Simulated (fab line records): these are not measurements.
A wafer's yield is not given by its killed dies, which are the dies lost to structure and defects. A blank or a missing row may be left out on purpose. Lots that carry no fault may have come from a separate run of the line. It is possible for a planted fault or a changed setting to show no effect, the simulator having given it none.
Matching of chambers -- flow rit cmos -- rie si-02 running RIT_GATE_ETCH_19: 4 sister chambers
The step etches poly-Si in SF6/CHF3/O2, stops on SiO2, time 165 s, target depth 312.5 nm. 16 wafers are shown with their chamber, then 7 later ones without.

EACH WAFER AND ITS CHAMBER
wafer,chamber,drypump motor current A (A),throttle valve pct (%),oes product au (a.u.)
L374.1,0,5.2,10.12,0.862
L374.3,3,5.3,10.19,0.830
L374.4,1,5.6,10.22,0.860
L378.2,3,5.3,10.20,0.834
L378.3,0,5.2,10.13,0.845
L378.5,2,5.5,10.33,0.867
L380.2,3,5.3,10.18,0.839
L380.4,2,5.4,10.30,0.872
L380.6,2,5.4,10.32,0.868
L382.4,3,5.3,10.18,0.811
L382.5,0,5.2,10.11,0.858
L382.6,1,5.6,10.24,0.863
L384.3,2,5.5,10.32,0.871
L384.4,1,5.6,10.23,0.877
L384.6,1,5.6,10.21,0.877
L390.4,1,5.6,10.23,0.871

SIGNATURES (means of the wafers above)
reading,chamber 0,chamber 1,chamber 2,chamber 3,scatter within a chamber
drypump motor current A,5.200,5.600,5.450,5.300,0.0289
throttle valve pct,10.1200,10.2260,10.3175,10.1875,0.0111
oes product au,0.85500,0.86960,0.86950,0.82850,0.00852
Rule: a wafer lies at a distance from a chamber equal to the root of the sum of squares, over the readings, of (its reading less the chamber's mean, divided by the reading's scatter). If the next closest chamber is less than 2 further off than the closest, the wafer can't be placed; otherwise it belongs to the closest. The scatter: the root of (the sum of the squares of (reading less its chamber's mean) over the shown wafers, divided by (wafers less chambers)).

WAFERS WITHOUT THEIR CHAMBER
wafer,drypump motor current A (A),throttle valve pct (%),oes product au (a.u.)
L390.5,5.6,10.21,0.867
L395.4,5.4,10.31,0.883
L395.5,5.2,10.11,0.860
L395.6,5.3,10.20,0.827
L396.2,5.4,10.32,0.868
L396.3,5.2,10.10,0.863
L396.4,5.6,10.22,0.865

CHAMBER TAKEN BY EACH
wafer,from the rows above,in truth
L390.5,1,1
L395.4,2,2
L395.5,0,0
L395.6,3,3
L396.2,2,2
L396.3,0,0
L396.4,1,1
Correct placement for 7 of the 7. From these rows, 0 cannot be placed. 0 placed wrongly.
